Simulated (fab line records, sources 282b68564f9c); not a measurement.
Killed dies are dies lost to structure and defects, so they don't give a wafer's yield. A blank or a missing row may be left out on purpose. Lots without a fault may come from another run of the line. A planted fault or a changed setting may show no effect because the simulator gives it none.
Problem report in the 8D (eight disciplines) form, filled by code | flow rit_cmos | the parts of the form that need people (team, actions taken, sign-off) are left out

1. THE PROBLEM
NRETRO_TW at RIT_NRETRO_TW_MEAS_10 reads a mean of 1172 on 6 wafers of 2 lots; wafers without a fault read 1057 with a standard deviation of 8.7. That is +13 standard deviations from the usual mean.
First seen on wafer L103.1, day 4 10:25, on film_metro-04. The record holds 42 wafers of 14 lots with a number at this step. Rule for "out", or "out of limits": more than 4 standard deviations from the usual mean. The other wafers with a number count as sound.

2. WHAT IT IS AND WHAT IT IS NOT
question                    | is                           | is not
which readings at this step | NRETRO_TW                    | -
which lots                  | L103, L104                   | L100, L107, L108, L109, L111, L112, L113, L993, L994, L997, L998, L999
which wafers of those lots  | all that have a number       | -
read on which gauges        | film_metro-01, film_metro-04 | film_metro-02
when                        | from day 4 10:25             | up to then (18 sound wafers); but 18 sound wafers of L107, L108, L109, L111, L112, L113 came after

3. SUSPECTS, AND WHAT RULES EACH OUT
Counting: a tool at a process step up to the reading stays a suspect if it ran every lot that is out and no sound lot after the first of them.
- the gauge at RIT_NRETRO_TW_MEAS_10: ruled out. The wafers that are out were read on 2 gauges (film_metro-01, film_metro-04).
- implanter-02 at RIT_NRETRO_IMPLANT_08: kept. It ran every lot that is out, first L103 (day 4 10:05), and no sound lot after that; its last sound lot up to then is L999 (day 3 16:28). Its own readings are out on those wafers: dose_ions_cm2, faraday_current_uA.
Left after counting: implanter-02 at RIT_NRETRO_IMPLANT_08.

4. THE CAUSE (what the simulator had put in)
Process parameter drift: implanter-02, from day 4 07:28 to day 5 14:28, at RIT_NRETRO_IMPLANT_08. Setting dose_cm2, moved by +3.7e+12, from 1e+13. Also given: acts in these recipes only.
Counting left only this tool.

5. THE CHAIN OF EFFECTS, in route order
Each row: a reading whose mean over the struck wafers that have a number lies more than 3 standard deviations from the usual. Only readings for which the record gives a usual standard deviation are gone through. hours: the time from each lot's start at the first step in this table that gives one to its start at this step, as a median over the lots. sigmas: the change in usual standard deviations.
hours | step                  | reading            | usual      | on struck wafers | change      | sigmas
0     | RIT_NRETRO_IMPLANT_08 | dose_ions_cm2      | 1.0001e+13 | 1.3696e+13       | +3.6950e+12 | +99 or more
0     | RIT_NRETRO_IMPLANT_08 | faraday_current_uA | 31.8       | 44.8             | +13.0       | +18
0     | RIT_NRETRO_TW_MEAS_10 | NRETRO_TW          | 1057       | 1172             | +115        | +13
The process steps in it:
- RIT_NRETRO_IMPLANT_08

6. WHAT WOULD HAVE CAUGHT IT SOONER
In this record the first reading out of limits at a measuring or inspecting step was taken at day 4 10:25, 3 hours after the fault began at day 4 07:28.
The tool's own readings at RIT_NRETRO_IMPLANT_08 were out on every struck wafer that the step has a row for (dose_ions_cm2, faraday_current_uA): an alarm limit on them would have fired on the first of those.
Of the lots that are out (2), L104 began RIT_NRETRO_IMPLANT_08 on implanter-02 after day 4 10:25. A hold on the tool at that time would have spared it.
